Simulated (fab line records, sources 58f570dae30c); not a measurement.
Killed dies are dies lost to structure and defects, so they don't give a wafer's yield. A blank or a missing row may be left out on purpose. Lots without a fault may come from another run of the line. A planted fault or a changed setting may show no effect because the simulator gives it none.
One fault seen from 2 desks | flow berkeley_cmos170 | each desk has only its own numbers; what lay behind them comes last

THE METROLOGY DESK
What the gauges read, lot by lot, whatever tool the lot ran on: means of the sampled wafers that have a number. A lot is out of limits, marked OUT, if its mean lies more than 4 standard deviations from the usual mean; the brackets give that distance.
Columns: A = cd_nm at UCB170_V1_CD_MEAS_12, usual 699.8 nm; B = cd_nm at UCB170_M3_CD_MEAS_15, usual 699.9 nm
lot  | first seen here | A     | B
L429 | day 8 20:39     | 700.9 | 698.8
L430 | day 8 20:52     | 697.3 | 699.8
L426 | day 8 21:41     | 700.9 | 699.6
L428 | day 8 23:00     | 699.1 | 700.1
L432 | day 9 13:59     | 703.5 | 698.8
L435 | day 10 00:16    | 700.6 | 700.9
L434 | day 10 00:25    | 701.2 | 701.2
L436 | day 10 13:36    | 701.1 | 698.7
L437 | day 10 15:04    | 699.8 | 701.7
L438 | day 10 15:07    | 696.2 | 699.8
L441 | day 11 06:45    | 699.6 | 699.6
L445 | day 12 13:30    | 699.2 | 699.6
L447 | day 12 14:53    | 697.9 | 701.1
L446 | day 12 15:03    | 699.6 | 699.9
L448 | day 13 04:34    | 699.0 | 701.3
This desk's finding: nothing out of limits on any of the 15 lots.

THE TOOL OWNER'S DESK: wet_bench-01
The tool's own readings at UCB170_PSD_CLEAN_11 (cleans in SPM, time 600 s): means of the sampled wafers that have a number, for each lot that ran on this tool. A lot is out of limits, marked OUT, if its mean lies more than 4 standard deviations from the usual mean; the brackets give that distance.
Columns: A = bath_guard_temp_C at UCB170_PSD_CLEAN_11, usual 119.9 C; B = bath_heat_duty_pct at UCB170_PSD_CLEAN_11, usual 13.4 %
lot  | first seen here | A     | B
L430 | day 8 02:16     | 119.7 | 12.1
L436 | day 9 22:32     | 120.0 | 13.3
L438 | day 9 22:52     | 119.7 | 11.4
L441 | day 10 14:05    | 120.2 | 13.2
L445 | day 11 23:09    | 119.6 | 11.5
L446 | day 11 23:09    | 120.4 | 12.5
L447 | day 11 23:09    | 120.2 | 13.0
This desk's finding: nothing out of limits on any of the 7 lots.

PUT TOGETHER
The metrology desk saw nothing out of limits.
The tool owner's desk saw nothing out of limits.

WHAT THE SIMULATOR HAD PUT IN
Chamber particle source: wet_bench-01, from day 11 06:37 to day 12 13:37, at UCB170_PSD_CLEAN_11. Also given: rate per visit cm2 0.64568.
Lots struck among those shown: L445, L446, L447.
